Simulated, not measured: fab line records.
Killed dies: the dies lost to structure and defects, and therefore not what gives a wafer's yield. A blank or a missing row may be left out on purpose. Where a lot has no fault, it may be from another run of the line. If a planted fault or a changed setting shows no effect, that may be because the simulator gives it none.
Which tool is to blame? + flow berkeleyCmos170 + 39 wafers from 13 lots sampled at 5 of the route's 331 steps

== WHAT THE GAUGES READ, wafer by wafer ==
UCB170_FIELD_THK_MEAS_91. Usual: FIELD_OXIDE_LEFT_2_THK typically reads 360 nm, with standard deviation 10.
| lot  | measured     | on           | FIELD_OXIDE_LEFT_2_THK (nm) | flag |
|------|--------------|--------------|-----------------------------|------|
| L127 | day 6 10:49  | filmMetro-04 | 358 353 354                 |      |
| L131 | day 7 09:04  | filmMetro-04 | 363 362 367                 |      |
| L129 | day 7 09:28  | filmMetro-04 | 374 370 387                 |      |
| L128 | day 7 09:39  | filmMetro-02 | 368 368 370                 |      |
| L130 | day 7 09:44  | filmMetro-04 | 373 375 373                 |      |
| L133 | day 7 15:13  | filmMetro-03 | 356 355 339                 |      |
| L132 | day 7 15:34  | filmMetro-04 | 358 362 360                 |      |
| L134 | day 8 03:35  | filmMetro-02 | 367 367 365                 |      |
| L137 | day 8 22:25  | filmMetro-04 | 370 363 367                 |      |
| L142 | day 9 13:59  | filmMetro-04 | 372 362 367                 |      |
| L143 | day 9 19:03  | filmMetro-03 | 357 355 369                 |      |
| L146 | day 9 19:19  | filmMetro-04 | 347 348 353                 |      |
| L149 | day 10 14:23 | filmMetro-02 | 380 378 377                 |      |

UCB170_M2_RS_MEAS_02: measurement is done with a four-point probe. Usual: M2_AL_RS typically reads 0.0321 ohm/sq, with standard deviation 0.00036.
| lot  | measured     | on           | M2_AL_RS (ohm/sq)    | flag |
|------|--------------|--------------|----------------------|------|
| L127 | day 8 04:57  | filmMetro-03 | 0.0325 0.0326 0.0326 |      |
| L131 | day 9 01:05  | filmMetro-02 | 0.0323 0.0321 0.0322 |      |
| L129 | day 9 04:21  | filmMetro-02 | 0.0323 0.0322 0.0319 |      |
| L128 | day 9 00:08  | filmMetro-02 | 0.0320 0.0319 0.0319 |      |
| L130 | day 9 03:04  | filmMetro-04 | 0.0323 0.0319 0.0319 |      |
| L133 | day 9 04:08  | filmMetro-02 | 0.0316 0.0315 0.0315 |      |
| L132 | day 9 05:32  | filmMetro-04 | 0.0329 0.0321 0.0318 |      |
| L134 | day 10 06:43 | filmMetro-04 | 0.0329 0.0319 0.0318 |      |
| L137 | day 10 17:48 | filmMetro-03 | 0.0327 0.0323 0.0328 |      |
| L142 | day 11 05:54 | filmMetro-02 | 0.0333 0.0324 0.0329 |      |
| L143 | day 11 17:19 | filmMetro-04 | 0.0315 0.0314 0.0318 |      |
| L146 | day 11 21:27 | filmMetro-03 | 0.0314 0.0314 0.0320 |      |
| L149 | day 12 10:40 | filmMetro-03 | 0.0319 0.0323 0.0319 |      |

UCB170_M3_RS_MEAS_02: measurement is done with a four-point probe. Usual: M3_AL_RS typically reads 0.0333 ohm/sq, with standard deviation 0.00044.
| lot  | measured     | on           | M3_AL_RS (ohm/sq)    | flag |
|------|--------------|--------------|----------------------|------|
| L127 | day 8 13:49  | filmMetro-01 | 0.0336 0.0332 0.0327 |      |
| L131 | day 9 07:31  | filmMetro-01 | 0.0336 0.0338 0.0337 |      |
| L129 | day 9 11:17  | filmMetro-01 | 0.0337 0.0336 0.0331 |      |
| L128 | day 9 06:17  | filmMetro-03 | 0.0335 0.0332 0.0331 |      |
| L130 | day 9 09:10  | filmMetro-01 | 0.0342 0.0346 0.0340 |      |
| L133 | day 9 10:31  | filmMetro-02 | 0.0330 0.0327 0.0325 |      |
| L132 | day 9 12:23  | filmMetro-02 | 0.0333 0.0333 0.0327 |      |
| L134 | day 10 17:07 | filmMetro-01 | 0.0335 0.0336 0.0339 |      |
| L137 | day 10 23:50 | filmMetro-02 | 0.0335 0.0338 0.0330 |      |
| L142 | day 11 11:48 | filmMetro-02 | 0.0334 0.0334 0.0330 |      |
| L143 | day 11 23:15 | filmMetro-01 | 0.0324 0.0334 0.0333 |      |
| L146 | day 12 04:26 | filmMetro-01 | 0.0327 0.0333 0.0330 |      |
| L149 | day 12 15:57 | filmMetro-03 | 0.0332 0.0338 0.0340 |      |

UCB170_M3_CD_MEAS_90: the cd target is 700 nm. Usual: 701 nm for cdNm, sd 5.1.
| lot  | measured     | on       | cdNm (nm)   | flag |
|------|--------------|----------|-------------|------|
| L127 | day 8 16:36  | cdSem-01 | 701 700 703 |      |
| L131 | day 9 09:52  | cdSem-02 | 700 701 703 |      |
| L129 | day 9 15:00  | cdSem-02 | 700 697 698 |      |
| L128 | day 9 08:59  | cdSem-01 | 705 698 697 |      |
| L130 | day 9 12:44  | cdSem-02 | 700 693 700 |      |
| L133 | day 9 14:26  | cdSem-02 | 712 705 713 |      |
| L132 | day 9 17:54  | cdSem-02 | 693 695 699 |      |
| L134 | day 10 19:33 | cdSem-01 | 701 712 712 |      |
| L137 | day 11 03:47 | cdSem-01 | 699 693 700 |      |
| L142 | day 11 14:16 | cdSem-02 | 707 708 700 |      |
| L143 | day 12 05:08 | cdSem-02 | 700 714 710 |      |
| L146 | day 12 07:39 | cdSem-01 | 695 694 694 |      |
| L149 | day 12 18:22 | cdSem-02 | 699 702 695 |      |

== WHAT TOOL EACH LOT RAN ON (gives the tool, then ch and the chambers of the sampled wafers, and finally the start) ==
| lot  | UCB170_M2_SPUTTER_01        |
|------|-----------------------------|
| L127 | pvdSputter-04, day 8 04:52  |
| L131 | pvdSputter-04, day 9 00:59  |
| L129 | pvdSputter-04, day 9 04:15  |
| L128 | pvdSputter-03, day 9 00:02  |
| L130 | pvdSputter-01, day 9 02:59  |
| L133 | pvdSputter-03, day 9 04:01  |
| L132 | pvdSputter-01, day 9 05:25  |
| L134 | pvdSputter-01, day 10 06:37 |
| L137 | pvdSputter-01, day 10 17:43 |
| L142 | pvdSputter-04, day 11 05:47 |
| L143 | pvdSputter-03, day 11 17:14 |
| L146 | pvdSputter-01, day 11 21:19 |
| L149 | pvdSputter-03, day 12 10:35 |
- UCB170_M2_SPUTTER_01: material Al, target thk 900 nm, time 120 s.

== WHAT THE TOOLS THEMSELVES READ (means of the sampled wafers that have a number; where no wafer has one, the mark that the record gives instead) ==
UCB170_M2_SPUTTER_01. Usual: 30.5 % for throttleValvePct, sd 1.6.
| lot  | tool          | throttleValvePct (%) | flag |
|------|---------------|----------------------|------|
| L127 | pvdSputter-04 | 29.9                 |      |
| L131 | pvdSputter-04 | 29.8                 |      |
| L129 | pvdSputter-04 | 30.0                 |      |
| L128 | pvdSputter-03 | 30.4                 |      |
| L130 | pvdSputter-01 | 31.2                 |      |
| L133 | pvdSputter-03 | 30.6                 |      |
| L132 | pvdSputter-01 | 29.7                 |      |
| L134 | pvdSputter-01 | 29.3                 |      |
| L137 | pvdSputter-01 | 30.9                 |      |
| L142 | pvdSputter-04 | 29.9                 |      |
| L143 | pvdSputter-03 | 30.4                 |      |
| L146 | pvdSputter-01 | 31.8                 |      |
| L149 | pvdSputter-03 | 31.6                 |      |

== THE ANSWER, worked out from the rows above alone ==
Rule: take the mean of a lot's wafers that have a number; if it is more than 3 standard deviations from the usual mean, the lot is off. A lot without any number at a reading at which 4 lots or more have one is off too. All remaining lots with rows at the step are treated as sound. Order of review: gauges by route order, followed by the tools' own readings, for which a lot's mean as printed above is used. At the first step where some lot is off, the reading lying furthest off is the one used; lots without a number count as furthest.
None of the lots is off at any reading shown; this tells nothing.

== WHAT WAS PUT IN BY THE SIMULATOR ==
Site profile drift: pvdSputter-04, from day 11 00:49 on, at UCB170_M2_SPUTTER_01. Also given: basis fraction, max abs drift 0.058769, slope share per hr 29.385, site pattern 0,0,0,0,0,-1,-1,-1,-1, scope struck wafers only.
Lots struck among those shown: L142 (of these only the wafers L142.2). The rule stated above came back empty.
